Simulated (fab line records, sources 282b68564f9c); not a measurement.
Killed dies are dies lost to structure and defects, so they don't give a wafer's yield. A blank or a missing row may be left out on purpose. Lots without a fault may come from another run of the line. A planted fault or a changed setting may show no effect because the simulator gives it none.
Which tool did it? | flow rit_cmos | 14 lots, 42 wafers sampled, at 4 steps of a route of 202

WHAT THE GAUGES READ, wafer by wafer
RIT_FOX1_THK_MEAS_01. Usual: FOX1_OXIDE_THK 347 nm, standard deviation 5.7.
lot  | measured    | on            | FOX1_OXIDE_THK (nm) | flag
L863 | day 1 17:58 | film_metro-01 | 356 345 346         |
L864 | day 1 22:44 | film_metro-03 | 351 358 353         |
L865 | day 2 02:50 | film_metro-03 | 348 339 344         |
L866 | day 2 08:36 | film_metro-01 | 348 343 349         |
L867 | day 2 12:50 | film_metro-04 | 348 355 350         |
L868 | day 2 18:02 | film_metro-04 | 353 351 348         |
L869 | day 2 23:01 | film_metro-01 | 350 354 353         |
L870 | day 3 03:58 | film_metro-01 | 350 348 345         |
L876 | day 4 10:27 | film_metro-01 | 346 339 340         |
L877 | day 4 14:50 | film_metro-04 | 201 199 201         | OFF
L878 | day 4 19:57 | film_metro-01 | 219 223 219         | OFF
L879 | day 5 01:00 | film_metro-04 | 351 345 343         |
L883 | day 5 21:01 | film_metro-01 | 350 341 338         |
L884 | day 6 03:25 | film_metro-03 | 345 347 344         |

RIT_WELLDRIVE_RS_MEAS_01: measures by four-point-probe. Usual: NWELL_RS 275.3 ohm/sq, standard deviation 0.82.
lot  | measured    | on            | NWELL_RS (ohm/sq) | flag
L863 | day 2 05:07 | film_metro-03 | 274.7 275.5 275.7 |
L864 | day 2 09:32 | film_metro-03 | 275.5 275.5 275.3 |
L865 | day 2 13:53 | film_metro-03 | 274.6 275.2 274.7 |
L866 | day 2 19:23 | film_metro-01 | 275.1 276.3 275.3 |
L867 | day 3 00:31 | film_metro-03 | 276.6 277.3 277.1 |
L868 | day 3 05:33 | film_metro-03 | 275.4 274.9 275.2 |
L869 | day 3 10:40 | film_metro-03 | 275.3 275.1 275.5 |
L870 | day 3 14:43 | film_metro-01 | 273.8 274.1 274.0 |
L876 | day 4 22:14 | film_metro-01 | 274.7 275.7 275.0 |
L877 | day 5 01:49 | film_metro-02 | 275.0 276.7 276.4 |
L878 | day 5 07:01 | film_metro-02 | 275.9 275.6 275.8 |
L879 | day 5 12:07 | film_metro-02 | 274.6 275.2 274.8 |
L883 | day 6 08:18 | film_metro-03 | 275.7 277.4 275.7 |
L884 | day 6 18:22 | film_metro-03 | 275.5 276.3 275.0 |

RIT_GATE_OVL_MEAS_17. Usual: GATE_OVL -0.7 nm, standard deviation 1.3.
lot  | measured    | on         | GATE_OVL (nm)  | flag
L863 | day 2 13:05 | overlay-02 | -4.3 -2.4 -3.4 |
L864 | day 2 17:31 | overlay-02 | -0.9 -0.8 0.9  |
L865 | day 2 22:07 | overlay-01 | 0.9 -0.2 0.7   |
L866 | day 3 03:48 | overlay-02 | -0.4 0.2 0.4   |
L867 | day 3 11:12 | overlay-02 | -1.8 -2.6 -2.7 |
L868 | day 3 13:50 | overlay-01 | 0.0 0.5 -0.5   |
L869 | day 3 20:53 | overlay-01 | 0.8 -0.7 -1.2  |
L870 | day 4 01:42 | overlay-01 | -1.2 0.2 -0.1  |
L876 | day 5 06:30 | overlay-02 | -1.8 -0.7 -1.7 |
L877 | day 5 10:19 | overlay-02 | 0.5 -0.9 -0.2  |
L878 | day 5 16:01 | overlay-01 | -0.3 0.6 0.2   |
L879 | day 5 20:40 | overlay-01 | -2.0 0.2 0.2   |
L883 | day 6 17:04 | overlay-02 | -0.3 0.4 0.1   |
L884 | day 7 03:41 | overlay-01 | 0.9 1.6 0.7    |

WHICH TOOL RAN EACH LOT (tool, then ch and the chambers of the sampled wafers, then the start)
lot  | RIT_FOX1_OXIDATION_00
L863 | furnace-01 ch 0, day 1 16:39
L864 | furnace-03 ch 0, day 1 21:24
L865 | furnace-02 ch 0, day 2 01:31
L866 | furnace-03 ch 0, day 2 07:17
L867 | furnace-01 ch 0, day 2 11:30
L868 | furnace-03 ch 0, day 2 16:43
L869 | furnace-03 ch 0, day 2 21:40
L870 | furnace-02 ch 0, day 3 02:39
L876 | furnace-03 ch 0, day 4 09:08
L877 | furnace-02 ch 0, day 4 13:31
L878 | furnace-02 ch 0, day 4 18:38
L879 | furnace-01 ch 0, day 4 23:40
L883 | furnace-01 ch 0, day 5 19:41
L884 | furnace-01 ch 0, day 6 02:07
- RIT_FOX1_OXIDATION_00: target thk 350.7 nm, ox time 1130 s.

WHAT THE TOOLS THEMSELVES READ (means of the sampled wafers that have a number; where no wafer has one, the mark that the record gives instead)
The record holds no such reading with a usual standard deviation.

THE ANSWER, worked out from the rows above alone
Rule: a lot is off if the mean of its wafers that have a number lies more than 3 standard deviations from the usual mean. A lot without any number at a reading at which 4 lots or more have one is off too. The other lots that the step has rows for count as sound. The gauges are gone through in route order, then the tools' own readings, and for those a lot's mean is taken as printed above. The first step at which some lot is off is used, and at that step the reading that is off furthest; a lot without a number counts as furthest.
Off: L877, L878, at RIT_FOX1_THK_MEAS_01 (FOX1_OXIDE_THK).
A tool fits if, at a process step before that reading, it ran every lot that is off, and no sound lot after the first of them. The gauges at RIT_FOX1_THK_MEAS_01 are tried like those tools. One fits: furnace-02 at RIT_FOX1_OXIDATION_00. Its last sound lot is L870 (day 3 02:39), its first lot that is off L877 (day 4 13:31): a fault that began between those two fits.

WHAT THE SIMULATOR HAD PUT IN
Process parameter drift: furnace-02, from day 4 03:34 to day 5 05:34, at RIT_FOX1_OXIDATION_00. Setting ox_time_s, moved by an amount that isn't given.
Lots struck among those shown: L877, L878. The rule above found the same.
